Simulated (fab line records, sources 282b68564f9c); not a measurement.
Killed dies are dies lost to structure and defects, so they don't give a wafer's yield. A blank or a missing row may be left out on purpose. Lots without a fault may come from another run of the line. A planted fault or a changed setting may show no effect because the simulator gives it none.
A struck lot beside a sound one | flow rit_cmos | 32 steps out of a route of 202
Sound: wafers L621.3, L621.4, L621.5. Struck: wafers L633.1, L633.3, L633.6. The cause comes at the end.
At each step with rows: each side's tool, then ch and its chambers, then its first start. Under that, the readings that differ: sound wafers | struck wafers | difference of the means | sigmas: that difference in standard deviations of wafers without a fault.
alike: readings whose means differ by less than 2 such deviations, and words and numbers that are the same on both sides. not compared: withheld readings, readings that some wafer has no value for, bounds like >300 that may hide the same value, and numbers for which the record gives no deviation and whose values overlap.
The two part at a step that has a row with sigmas, a row that says differs or no value, or rows on one side only. Numbers that don't overlap but have no deviation are shown without sigmas and don't part them. A reading that every wafer of one side lacks parts them only if that side has two wafers or more.

RIT_NRETRO_TW_MEAS_10:
  sound on film_metro-04, day 3 11:35; struck on film_metro-04, day 6 00:14
  alike: NRETRO_TW
then, 6 steps without rows for these wafers: RIT_PRETRO_HMDS_00 (prime time 60 s); RIT_PRETRO_COAT_01 (resist thk 1300 nm); RIT_PRETRO_SOFTBAKE_02 (time 60 s); RIT_PRETRO_EXPOSE_03 (exposes mask M5, target cd 43700 nm); RIT_PRETRO_PEB_04; RIT_PRETRO_DEVELOP_05 (develop time 68 s).
RIT_PRETRO_OVL_MEAS_06:
  sound on overlay-01, day 3 12:31; struck on overlay-01, day 6 01:18
  alike: PRETRO_OVL
then, 2 steps without rows for these wafers: RIT_PRETRO_HARDBAKE_07 (time 120 s); RIT_PRETRO_IMPLANT_08.
RIT_PRETRO_STRIP_09: strips in O2, time 180 s.
  sound on plasma_asher-01 ch 0,1, day 3 12:59; struck on plasma_asher-01 ch 0,1, day 6 01:50
  alike: drypump_motor_current_A
  not compared: rf_hours_counter_h
RIT_PRETRO_TW_MEAS_10:
  sound on film_metro-01, day 3 13:08; struck on film_metro-02, day 6 02:01
  reading   | sound             | struck            | difference | sigmas
  PRETRO_TW | 465.5 468.9 466.6 | 470.2 472.0 474.2 | +5.1       | +2
RIT_GATE_WET_ETCH_00: etches SiO2 in BOE, target depth 56 nm, time 60 s.
  sound on wet_bench-04 ch 0, day 3 13:10; struck on wet_bench-04 ch 0, day 6 02:04
  no value came back on the struck wafers for bath_heat_duty_pct (%), run_length_s (s), time_s (s); on the sound wafers bath_heat_duty_pct (%) reads 1.6 1.4 1.7
  reading                                       | sound             | struck            | difference | sigmas
  model.SiO2_of_FOX2_OXIDATION_00.thk_nm (nm)   | 280.4 279.5 277.6 | 319 322.5 322.8   | +42        |
  model.SiO2_of_ACTIVE_OXIDATION_01.thk_nm (nm) | 0 0 0             | 42.91 42.08 42.05 | +42.35     |
then, 4 steps without rows for these wafers: RIT_GATE_CLEAN_01 (cleans in SC1, time 600 s); RIT_GATE_CLEAN_02 (cleans in dHF, time 30 s); RIT_GATE_CLEAN_03 (cleans in SC2, time 600 s); RIT_GATE_CLEAN_04 (cleans in dHF, time 60 s).
RIT_FOX2_THK_MEAS_91:
  sound on film_metro-04, day 3 13:37; struck on film_metro-03, day 6 02:29
  reading                     | sound       | struck      | difference | sigmas
  FIELD_OXIDE_LEFT_2_THK (nm) | 268 268 266 | 307 310 311 | +42        | +6
then, 9 steps without rows for these wafers: RIT_GATE_OXIDATION_05 (target thk 3 nm, ox time 270 s); RIT_GATE_ANNEAL_06 (time 600 s); RIT_GATE_CVD_08 (deposits poly-Si from SiH4, target thk 250 nm, time 2220 s); RIT_GATE_HMDS_10 (prime time 60 s); RIT_GATE_COAT_11 (resist thk 850 nm); RIT_GATE_SOFTBAKE_12 (time 60 s); RIT_GATE_EXPOSE_13 (exposes mask M6, target cd 150 nm); RIT_GATE_PEB_14; RIT_GATE_DEVELOP_15 (develop time 50 s).
RIT_GATE_CD_MEAS_16: target cd 150 nm.
  sound on cd_sem-02, day 3 18:00; struck on cd_sem-01, day 6 06:36
  alike: cd_nm
RIT_GATE_OVL_MEAS_17:
  sound on overlay-02, day 3 18:06; struck on overlay-01, day 6 06:43
  alike: GATE_OVL
then, 1 step without rows for these wafers: RIT_GATE_HARDBAKE_18 (time 60 s).
RIT_GATE_ETCH_19: etches poly-Si in SF6/CHF3/O2, stops on SiO2, time 165 s, target depth 312.5 nm.
  sound on rie_si-01 ch 1,2,3, day 3 18:16; struck on rie_si-01 ch 0,1,3, day 6 06:54
  reading                                     | sound             | struck          | difference | sigmas
  model.SiO2_of_FOX2_OXIDATION_00.thk_nm (nm) | 257.6 256.4 254.6 | 296 299.8 300.2 | +42        |
  alike: CHF3_flow_sccm, O2_flow_sccm, SF6_flow_sccm, drypump_motor_current_A, oes_product_au, throttle_valve_pct
  not compared: rf_hours_counter_h
RIT_GATE_STRIP_20: strips in O2, time 180 s.
  sound on plasma_asher-04 ch 0,1, day 3 18:26; struck on plasma_asher-02 ch 1, day 6 07:01
  alike: drypump_motor_current_A
  not compared: rf_hours_counter_h

WHERE THEY PART
First at RIT_PRETRO_TW_MEAS_10; last, within this record, at RIT_FOX2_THK_MEAS_91. Later steps at which nothing parts them and some readings are alike: RIT_GATE_CD_MEAS_16, RIT_GATE_OVL_MEAS_17, RIT_GATE_ETCH_19, RIT_GATE_STRIP_20.

WHY: what the simulator had put in
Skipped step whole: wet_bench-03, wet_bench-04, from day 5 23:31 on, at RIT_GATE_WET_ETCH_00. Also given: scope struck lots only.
